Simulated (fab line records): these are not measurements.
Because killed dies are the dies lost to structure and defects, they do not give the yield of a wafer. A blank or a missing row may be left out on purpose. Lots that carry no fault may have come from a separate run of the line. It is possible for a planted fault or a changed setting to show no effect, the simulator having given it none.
Which tool was responsible? | flow ritCmos | 14 lots (42 wafers sampled), 1 step of a 202-step route

## WHAT THE GAUGES READ, wafer by wafer
The record holds no reading of a measuring or inspecting step that can be judged against a usual standard deviation.

## EACH LOT AND THE TOOL THAT RAN IT (in order: tool; ch and the chambers of the sampled wafers; start)
lot  | RIT_CONTACT_PEB_06
L142 | lithoTrack-01 ch 0, day 3 14:46
L145 | lithoTrack-03 ch 0, day 4 20:28
L146 | lithoTrack-03 ch 0, day 4 23:15
L147 | lithoTrack-04 ch 0, day 5 05:10
L149 | lithoTrack-01, day 5 23:57
L150 | lithoTrack-03, day 6 00:19
L152 | lithoTrack-03 ch 0, day 6 04:19
L153 | lithoTrack-04 ch 0, day 6 09:05
L159 | lithoTrack-01 ch 0, day 7 02:32
L161 | lithoTrack-04 ch 0, day 7 06:53
L160 | lithoTrack-03 ch 0, day 7 08:49
L162 | lithoTrack-01 ch 0, day 7 14:38
L164 | lithoTrack-01 ch 0, day 7 22:05
L165 | lithoTrack-03 ch 0, day 8 04:17
- RIT_CONTACT_PEB_06

## AS READ BY THE TOOLS THEMSELVES (means over the sampled wafers that have a number; for cases with no such wafer, the mark the record gives instead)
RIT_CONTACT_PEB_06.
lot  | tool          | exhaustPa (Pa)
L142 | lithoTrack-01 | 45.1
L145 | lithoTrack-03 | 44.7
L146 | lithoTrack-03 | 45.4
L147 | lithoTrack-04 | 46.3
L149 | lithoTrack-01 | -
L150 | lithoTrack-03 | -
L152 | lithoTrack-03 | 45.7
L153 | lithoTrack-04 | 45.1
L159 | lithoTrack-01 | 44.4
L161 | lithoTrack-04 | 44.3
L160 | lithoTrack-03 | 45.3
L162 | lithoTrack-01 | 46.5
L164 | lithoTrack-01 | 44.9
L165 | lithoTrack-03 | 44.4

## THE ANSWER, worked out from the rows above alone
Rule: usual is defined by the lots themselves. Put in order of their means at a reading, lots are off if they are a third of the lots or fewer, leave a main group of 4 or more, and stand apart from it by a gap of 3 or more times the standard deviation of the main group's means; of several such gaps the widest counts. If all means in a main group match to the digits the tables above print for the reading, that group is not used. A lot without any number at a reading at which 4 lots or more have one is off too. Any other lot the step has rows for is counted as sound. First the gauges in route order, then the tools' own readings, where a lot's mean is used as printed above. At the first step where some lot is off, the reading lying furthest off is the one used; lots without a number count as furthest.
Off: L149, L150, at RIT_CONTACT_PEB_06 (exhaustPa). Without a number there: L149, L150. Mean 45.2 Pa and standard deviation 0.69 in the main group.
If a tool, at that step or one of the process steps before it, ran each lot that is off and ran no sound lot following the first of them, it fits. Not one of the candidates tried fits.

## WHAT THE SIMULATOR PUT IN
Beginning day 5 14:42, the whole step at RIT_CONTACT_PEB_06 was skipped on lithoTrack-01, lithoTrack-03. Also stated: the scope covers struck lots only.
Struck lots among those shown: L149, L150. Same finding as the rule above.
